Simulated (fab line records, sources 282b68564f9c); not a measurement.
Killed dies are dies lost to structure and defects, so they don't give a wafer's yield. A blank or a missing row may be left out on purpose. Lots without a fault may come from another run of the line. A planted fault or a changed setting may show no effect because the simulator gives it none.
Problem report in the 8D (eight disciplines) form, filled by code | flow rit_cmos | the parts of the form that need people (team, actions taken, sign-off) are left out

1. THE PROBLEM
run_length_s at RIT_M1_METAL_ETCH_12 reads a mean of 199.0 s on 3 wafers of 2 lots; wafers without a fault read 193.2 s with a standard deviation of 0.44. That is +13 standard deviations from the usual mean.
The step: etches Al in Cl2/BCl3, stops on SiO2, time 165 s, target depth 600 nm.
First seen on wafer L733.2, day 5 06:50, on rie_metal-01. The record holds 42 wafers of 14 lots with a number at this step. Rule for "out", or "out of limits": more than 4 standard deviations from the usual mean. The other wafers with a number count as sound.

2. WHAT IT IS AND WHAT IT IS NOT
question                    | is                     | is not
which readings at this step | run_length_s           | drypump_motor_current_A, rf_fwd_power_W, throttle_valve_pct
which lots                  | L733, L735             | L725, L726, L727, L728, L730, L739, L740, L742, L743, L745, L746, L748
which wafers of those lots  | L733.2, L733.4, L735.6 | L733.3, L735.3, L735.5
read on which tools         | rie_metal-01           | rie_metal-02, rie_metal-04
when                        | from day 5 06:50       | up to then (16 sound wafers); but 23 sound wafers of L735, L739, L740, L742, L743, L745, L746, L748 came after

3. SUSPECTS, AND WHAT RULES EACH OUT
Counting: a tool at a process step up to the reading stays a suspect if it ran every lot that is out. Sound lots after the first of them don't rule it out here, since some wafers of a struck lot are sound.
- rie_metal-01 at RIT_M1_METAL_ETCH_12 (etches Al in Cl2/BCl3, stops on SiO2, time 165 s, target depth 600 nm): kept. It ran every lot that is out, first L733 (day 5 06:50); its last sound lot up to then is L730 (day 4 19:02). Its own readings are out on those wafers: run_length_s.
- Within rie_metal-01 at RIT_M1_METAL_ETCH_12: the wafers that are out ran in chamber 0; their sound lot-mates ran in chamber 1.
Left after counting: rie_metal-01 at RIT_M1_METAL_ETCH_12.

4. THE CAUSE (what the simulator had put in)
Process parameter drift: rie_metal-01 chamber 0, from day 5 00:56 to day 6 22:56, at RIT_M1_METAL_ETCH_12. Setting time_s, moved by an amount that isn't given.
Counting left only this tool.

5. THE CHAIN OF EFFECTS, in route order
Each row: a reading whose mean over the struck wafers that have a number lies more than 3 standard deviations from the usual. Only readings for which the record gives a usual standard deviation are gone through. hours: the time from each lot's start at the first step in this table that gives one to its start at this step, as a median over the lots. sigmas: the change in usual standard deviations.
hours | step                 | reading      | usual   | on struck wafers | change | sigmas
0     | RIT_M1_METAL_ETCH_12 | run_length_s | 193.2 s | 199.0            | +5.8   | +13
The process steps in it:
- RIT_M1_METAL_ETCH_12: etches Al in Cl2/BCl3, stops on SiO2, time 165 s, target depth 600 nm.

6. WHAT WOULD HAVE CAUGHT IT SOONER
In this record the first reading out of limits was taken at day 5 06:50, 6 hours after the fault began at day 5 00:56.
